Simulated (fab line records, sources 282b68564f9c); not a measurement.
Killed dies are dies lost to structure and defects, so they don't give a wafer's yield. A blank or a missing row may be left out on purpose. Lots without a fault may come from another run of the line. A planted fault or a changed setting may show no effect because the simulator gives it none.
Which tool did it? | flow rit_cmos | 14 lots, 42 wafers sampled, at 2 steps of a route of 202

WHAT THE GAUGES READ, wafer by wafer
The record holds no reading of a measuring or inspecting step that can be judged against a usual standard deviation.

WHICH TOOL RAN EACH LOT (tool, then ch and the chambers of the sampled wafers, then the start)
lot  | RIT_FOX2_WET_ETCH_03           | RIT_M1_PROBE_99
L197 | wet_bench-04 ch 1, day 1 18:54 | -
L198 | wet_bench-02 ch 2, day 2 01:43 | -
L199 | wet_bench-03 ch 1, day 2 05:13 | -
L200 | wet_bench-04 ch 3, day 2 12:17 | -
L201 | wet_bench-04 ch 0, day 2 17:23 | -
L205 | wet_bench-02 ch 0, day 3 10:50 | -
L206 | wet_bench-04 ch 1, day 3 18:34 | prober-02, day 5 12:45
L207 | wet_bench-04 ch 0, day 3 23:18 | prober-01, day 5 18:11
L209 | wet_bench-02 ch 1, day 4 07:44 | prober-01, day 6 04:11
L211 | wet_bench-02 ch 1, day 4 19:29 | prober-01, day 6 21:35
L212 | wet_bench-03 ch 3, day 4 22:32 | -
L215 | wet_bench-02 ch 2, day 5 16:46 | prober-01, day 7 21:46
L218 | wet_bench-03 ch 3, day 6 10:11 | -
L219 | wet_bench-03 ch 2, day 6 22:23 | -
- RIT_FOX2_WET_ETCH_03: etches Si3N4 in H3PO4, target depth 195 nm, time 2700 s.
- RIT_M1_PROBE_99

WHAT THE TOOLS THEMSELVES READ (means of the sampled wafers that have a number; where no wafer has one, the mark that the record gives instead)
RIT_FOX2_WET_ETCH_03. Usual: bath_heat_duty_pct 28.0 %, standard deviation 2.8.
lot  | tool         | bath_heat_duty_pct (%) | flag
L197 | wet_bench-04 | 22.4                   |
L198 | wet_bench-02 | 31.9                   |
L199 | wet_bench-03 | 28.0                   |
L200 | wet_bench-04 | 29.9                   |
L201 | wet_bench-04 | 29.8                   |
L205 | wet_bench-02 | 27.1                   |
L206 | wet_bench-04 | 24.2                   |
L207 | wet_bench-04 | 30.1                   |
L209 | wet_bench-02 | 27.4                   |
L211 | wet_bench-02 | 28.0                   |
L212 | wet_bench-03 | 25.3                   |
L215 | wet_bench-02 | 32.5                   |
L218 | wet_bench-03 | 26.9                   |
L219 | wet_bench-03 | 27.3                   |

RIT_M1_PROBE_99. Usual: killed_at_M0_to_M3 0.0, standard deviation 0.083; killed_at_contacts 0.1, standard deviation 0.27; killed_at_front_end 7, standard deviation 3.1; killed_dies 7, standard deviation 3.2; killed_on_rim 1.8, standard deviation 1.4; killed_open 3.8, standard deviation 2.1; killed_short 3.6, standard deviation 2.
lot  | tool      | killed_at_M0_to_M3 | killed_at_contacts | killed_at_front_end | killed_dies | killed_on_rim | killed_open | killed_short | flag
L206 | prober-02 | 0.3                | 0.0                | 39                  | 40          | 10.0          | 3.0         | 4.7          | OFF
L207 | prober-01 | 0.0                | 0.0                | 49                  | 49          | 6.3           | 4.7         | 4.3          | OFF
L209 | prober-01 | 0.0                | 0.3                | 11                  | 11          | 2.7           | 4.3         | 7.0          |
L211 | prober-01 | 0.0                | 0.0                | 7                   | 7           | 2.0           | 4.7         | 2.0          |
L215 | prober-01 | 0.0                | 0.7                | 6                   | 6           | 1.0           | 3.0         | 3.3          |

THE ANSWER, worked out from the rows above alone
Rule: a lot is off if the mean of its wafers that have a number lies more than 3 standard deviations from the usual mean. A lot without any number at a reading at which 4 lots or more have one is off too. The other lots that the step has rows for count as sound. The gauges are gone through in route order, then the tools' own readings, and for those a lot's mean is taken as printed above. The first step at which some lot is off is used, and at that step the reading that is off furthest; a lot without a number counts as furthest.
Off: L206, L207, at RIT_M1_PROBE_99 (killed_at_front_end). Neither off nor sound, because the step has no rows for them: L197, L198, L199, L200, L201, L205, L212, L218, L219.
A tool fits if, at that step or a process step before it, it ran every lot that is off, and no sound lot after the first of them. One fits: wet_bench-04 at RIT_FOX2_WET_ETCH_03. It ran no sound lot before its first lot that is off in this sample, so the start can't be narrowed down.

WHAT THE SIMULATOR HAD PUT IN
Chamber particle source: wet_bench-04, from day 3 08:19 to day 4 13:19, at RIT_FOX2_WET_ETCH_03. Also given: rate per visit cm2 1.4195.
Lots struck among those shown: L206, L207. The rule above found the same.
